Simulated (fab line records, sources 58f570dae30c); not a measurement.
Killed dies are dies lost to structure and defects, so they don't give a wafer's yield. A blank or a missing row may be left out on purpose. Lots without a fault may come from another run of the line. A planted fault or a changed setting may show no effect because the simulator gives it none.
Which tool did it? | flow berkeley_cmos170 | 15 lots, 45 wafers sampled, at 3 steps of a route of 331

WHAT THE GAUGES READ, wafer by wafer
UCB170_SILICIDE_RS_MEAS_02: measures by four-point-probe. Usual: SILICIDE_TI_RS 26.3 ohm/sq, standard deviation 0.34.
lot  | measured     | on            | SILICIDE_TI_RS (ohm/sq) | flag
L619 | day 8 08:46  | film_metro-03 | 26.4 26.3 25.9          |
L620 | day 8 08:35  | film_metro-02 | 25.9 25.9 25.9          |
L621 | day 8 09:11  | film_metro-03 | 26.1 25.8 25.6          |
L622 | day 8 13:46  | film_metro-01 | 25.3 25.8 25.5          |
L624 | day 9 08:43  | film_metro-02 | 11.9 11.9 11.9          | OFF
L623 | day 9 09:19  | film_metro-03 | 26.3 26.3 26.4          |
L625 | day 9 14:59  | film_metro-02 | 11.8 11.7 11.7          | OFF
L633 | day 10 23:42 | film_metro-03 | 26.5 26.3 26.0          |
L631 | day 11 00:11 | film_metro-02 | 11.9 12.0 11.9          | OFF
L632 | day 11 00:06 | film_metro-03 | 26.8 26.5 26.3          |
L636 | day 12 01:07 | film_metro-02 | 26.9 26.7 26.8          |
L638 | day 12 01:37 | film_metro-02 | 26.0 26.3 25.9          |
L640 | day 12 02:04 | film_metro-03 | 26.7 26.0 26.2          |
L641 | day 12 08:40 | film_metro-02 | 26.4 26.3 26.3          |
L637 | day 12 08:53 | film_metro-02 | 25.5 25.7 25.7          |

UCB170_SILICIDE_THK_MEAS_03: measures by xrf. Usual: SILICIDE_TI_THK 29.7 nm, standard deviation 0.32.
lot  | measured     | on            | SILICIDE_TI_THK (nm) | flag
L619 | day 8 08:53  | film_metro-03 | 29.7 29.9 30.0       |
L620 | day 8 08:43  | film_metro-02 | 30.0 29.8 29.9       |
L621 | day 8 09:17  | film_metro-03 | 29.8 30.1 30.3       |
L622 | day 8 13:52  | film_metro-01 | 30.4 30.0 30.1       |
L624 | day 9 08:50  | film_metro-02 | 59.1 59.2 59.2       | OFF
L623 | day 9 09:26  | film_metro-03 | 29.4 29.5 29.4       |
L625 | day 9 15:05  | film_metro-02 | 59.7 59.7 60.0       | OFF
L633 | day 10 23:49 | film_metro-03 | 29.5 29.7 29.9       |
L631 | day 11 00:18 | film_metro-02 | 59.7 59.3 59.3       | OFF
L632 | day 11 00:13 | film_metro-03 | 29.2 29.5 29.7       |
L636 | day 12 01:14 | film_metro-02 | 29.1 29.3 29.3       |
L638 | day 12 01:43 | film_metro-02 | 30.1 29.6 30.1       |
L640 | day 12 02:11 | film_metro-03 | 29.2 29.8 29.7       |
L641 | day 12 08:47 | film_metro-02 | 29.7 29.7 29.8       |
L637 | day 12 08:59 | film_metro-02 | 30.5 30.2 30.5       |

WHICH TOOL RAN EACH LOT (tool, then ch and the chambers of the sampled wafers, then the start)
lot  | UCB170_SILICIDE_SPUTTER_01
L619 | pvd_sputter-02, day 8 08:34
L620 | pvd_sputter-04, day 8 08:34
L621 | pvd_sputter-04, day 8 09:07
L622 | pvd_sputter-03, day 8 13:43
L624 | pvd_sputter-03, day 9 08:30
L623 | pvd_sputter-04, day 9 09:16
L625 | pvd_sputter-03, day 9 14:44
L633 | pvd_sputter-02, day 10 23:40
L631 | pvd_sputter-04, day 10 23:56
L632 | pvd_sputter-03, day 11 00:04
L636 | pvd_sputter-03, day 12 01:04
L638 | pvd_sputter-02, day 12 01:32
L640 | pvd_sputter-03, day 12 02:02
L641 | pvd_sputter-03, day 12 08:38
L637 | pvd_sputter-02, day 12 08:49
- UCB170_SILICIDE_SPUTTER_01: material Ti, target thk 30 nm, time 25 s.

WHAT THE TOOLS THEMSELVES READ (means of the sampled wafers that have a number; where no wafer has one, the mark that the record gives instead)
UCB170_SILICIDE_SPUTTER_01. Usual: chamber_pressure_pa 0.5000 Pa, standard deviation 0.001; throttle_valve_pct 29.9 %, standard deviation 0.97.
lot  | tool           | chamber_pressure_pa (Pa) | throttle_valve_pct (%) | flag
L619 | pvd_sputter-02 | 0.5003                   | 30.1                   |
L620 | pvd_sputter-04 | 0.5011                   | 29.5                   |
L621 | pvd_sputter-04 | 0.4991                   | 30.1                   |
L622 | pvd_sputter-03 | 0.5007                   | 29.0                   |
L624 | pvd_sputter-03 | 0.4998                   | 29.7                   |
L623 | pvd_sputter-04 | 0.4988                   | 29.9                   |
L625 | pvd_sputter-03 | 0.4999                   | 31.0                   |
L633 | pvd_sputter-02 | 0.4993                   | 30.3                   |
L631 | pvd_sputter-04 | 0.4999                   | 30.2                   |
L632 | pvd_sputter-03 | 0.4993                   | 30.2                   |
L636 | pvd_sputter-03 | 0.5000                   | 30.9                   |
L638 | pvd_sputter-02 | 0.4989                   | 29.6                   |
L640 | pvd_sputter-03 | 0.4988                   | 29.4                   |
L641 | pvd_sputter-03 | 0.5008                   | 29.7                   |
L637 | pvd_sputter-02 | 0.4995                   | 29.9                   |

THE ANSWER, worked out from the rows above alone
Rule: a lot is off if the mean of its wafers that have a number lies more than 3 standard deviations from the usual mean. A lot without any number at a reading at which 4 lots or more have one is off too. The other lots that the step has rows for count as sound. The gauges are gone through in route order, then the tools' own readings, and for those a lot's mean is taken as printed above. The first step at which some lot is off is used, and at that step the reading that is off furthest; a lot without a number counts as furthest.
Off: L624, L625, L631, at UCB170_SILICIDE_RS_MEAS_02 (SILICIDE_TI_RS).
A tool fits if, at a process step before that reading, it ran every lot that is off, and no sound lot after the first of them. The gauges at UCB170_SILICIDE_RS_MEAS_02 are tried like those tools. None of those tried fits.

WHAT THE SIMULATOR HAD PUT IN
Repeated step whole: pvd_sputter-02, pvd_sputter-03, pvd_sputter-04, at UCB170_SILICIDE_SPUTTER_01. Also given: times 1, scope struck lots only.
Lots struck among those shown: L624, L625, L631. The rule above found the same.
